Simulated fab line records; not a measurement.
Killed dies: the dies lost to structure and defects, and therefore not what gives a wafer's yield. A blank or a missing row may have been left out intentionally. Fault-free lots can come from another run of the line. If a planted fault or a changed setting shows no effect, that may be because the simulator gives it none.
What tool caused it? + flow berkeleyCmos170 + 15 lots with 45 wafers sampled at 2 steps, on a route of 331 steps

== WHAT EACH GAUGE READ, for each wafer ==
UCB170_SDANNEAL_RS_MEAS_04: a four-point-probe measurement. Usual: PLDD_RS gives 1031.5 ohm/sq (standard deviation 2.9).
| lot  | measured     | on           | PLDD_RS (ohm/sq)     | flag |
|------|--------------|--------------|----------------------|------|
| L546 | day 6 16:43  | filmMetro-03 | 1036.3 1034.8 1035.8 |      |
| L547 | day 6 16:58  | filmMetro-02 | 1027.2 1028.3 1032.6 |      |
| L548 | day 7 02:10  | filmMetro-02 | 1027.5 1031.3 1028.7 |      |
| L549 | day 7 14:17  | filmMetro-03 | 1029.8 1026.5 1030.1 |      |
| L550 | day 7 13:35  | filmMetro-03 | 1035.0 1033.7 1033.2 |      |
| L551 | day 7 13:54  | filmMetro-01 | 1032.3 1028.6 1031.4 |      |
| L552 | day 8 13:50  | filmMetro-03 | 1032.3 1029.6 1030.6 |      |
| L553 | day 8 14:04  | filmMetro-01 | 1035.2 1033.9 1032.3 |      |
| L554 | day 8 14:16  | filmMetro-02 | 1030.7 1027.6 1031.9 |      |
| L555 | day 8 18:32  | filmMetro-03 | 1069.7 1059.8 1043.7 | OFF  |
| L556 | day 8 18:10  | filmMetro-01 | 1124.9 1120.3 1107.7 | OFF  |
| L560 | day 9 19:16  | filmMetro-01 | 1028.8 1027.3 1028.1 |      |
| L562 | day 10 04:37 | filmMetro-03 | 1096.2 1054.5 1055.0 | OFF  |
| L566 | day 11 13:38 | filmMetro-02 | 1030.4 1034.0 1027.0 |      |
| L567 | day 11 10:07 | filmMetro-02 | 1031.6 1032.2 1032.6 |      |

== WHAT TOOL EACH LOT RAN ON (gives the tool, then ch and the chambers of the sampled wafers, and finally the start) ==
| lot  | UCB170_SPACER_ANNEAL_02       |
|------|-------------------------------|
| L546 | furnace-01 ch 0, day 6 10:39  |
| L547 | furnace-01 ch 0, day 6 10:39  |
| L548 | furnace-02 ch 0, day 6 18:09  |
| L549 | furnace-01 ch 0, day 7 06:04  |
| L550 | furnace-01 ch 0, day 7 06:04  |
| L551 | furnace-01 ch 0, day 7 06:04  |
| L552 | furnace-01 ch 0, day 8 06:55  |
| L553 | furnace-01 ch 0, day 8 06:55  |
| L554 | furnace-01 ch 0, day 8 06:55  |
| L555 | furnace-01 ch 0, day 8 12:22  |
| L556 | furnace-01 ch 0, day 8 12:22  |
| L560 | furnace-03 ch 0, day 9 11:49  |
| L562 | furnace-01 ch 0, day 9 21:25  |
| L566 | furnace-03 ch 0, day 11 03:59 |
| L567 | furnace-03 ch 0, day 11 03:59 |
- UCB170_SPACER_ANNEAL_02: time 1800 s.

== AS READ BY THE TOOLS THEMSELVES (means over the sampled wafers that have a number; for cases with no such wafer, the mark the record gives instead) ==
UCB170_SPACER_ANNEAL_02. Usual: spikeTcCentreC 902.7 C, standard deviation 1.4; spikeTcSourceC 925.1 C, standard deviation 2.
| lot  | tool       | spikeTcCentreC (C) | spikeTcSourceC (C) | flag |
|------|------------|--------------------|--------------------|------|
| L546 | furnace-01 | 902.5              | 925.8              |      |
| L547 | furnace-01 | 903.3              | 925.6              |      |
| L548 | furnace-02 | 900.0              | 919.7              |      |
| L549 | furnace-01 | 903.4              | 926.6              |      |
| L550 | furnace-01 | 902.5              | 926.0              |      |
| L551 | furnace-01 | 903.0              | 926.4              |      |
| L552 | furnace-01 | 902.1              | 926.3              |      |
| L553 | furnace-01 | 903.0              | 925.9              |      |
| L554 | furnace-01 | 903.6              | 925.2              |      |
| L555 | furnace-01 | 867.8              | 926.1              | OFF  |
| L556 | furnace-01 | 867.4              | 927.0              | OFF  |
| L560 | furnace-03 | 904.0              | 924.7              |      |
| L562 | furnace-01 | 867.1              | 927.4              | OFF  |
| L566 | furnace-03 | 904.9              | 924.5              |      |
| L567 | furnace-03 | 903.9              | 925.6              |      |

== THE ANSWER, worked out from the rows above alone ==
Rule: take the mean of a lot's wafers that have a number; if it is more than 3 standard deviations from the usual mean, the lot is off. Also off: a lot with no number at a reading for which 4 or more lots have one. Any other lot the step has rows for is counted as sound. After the gauges, taken in route order, come the tools' own readings; for these a lot's mean is taken, as printed above. At the first step where some lot is off, the reading lying furthest off is the one used; lots without a number count as furthest.
Off: at UCB170_SDANNEAL_RS_MEAS_04 (PLDD_RS), L555, L556, L562.
A tool fits if, at a process step before that reading, it ran every lot that is off, and no sound lot after the first of them. Not tried: the gauges at UCB170_SDANNEAL_RS_MEAS_04; whatever is off there is also off at UCB170_SPACER_ANNEAL_02, on other tools, and gauge error can't account for it. One fits: UCB170_SPACER_ANNEAL_02 on furnace-01. A fault onset in the window from L552 (day 8 06:55, its last sound lot) to L555 (day 8 12:22, its first lot off) fits.
The tool's own readings at UCB170_SPACER_ANNEAL_02 bear it out: on the lots that are off they differ by more than 5 times the standard deviation of the sound lots' means. spikeTcCentreC reads 867.4 C there against 903.0 C on the sound lots.

== WHAT THE SIMULATOR HAD PUT IN ==
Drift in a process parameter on furnace-01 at UCB170_SPACER_ANNEAL_02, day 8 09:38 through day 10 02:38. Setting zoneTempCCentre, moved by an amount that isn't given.
Struck lots among those shown: L556, L555, L562. The rule above found the same.
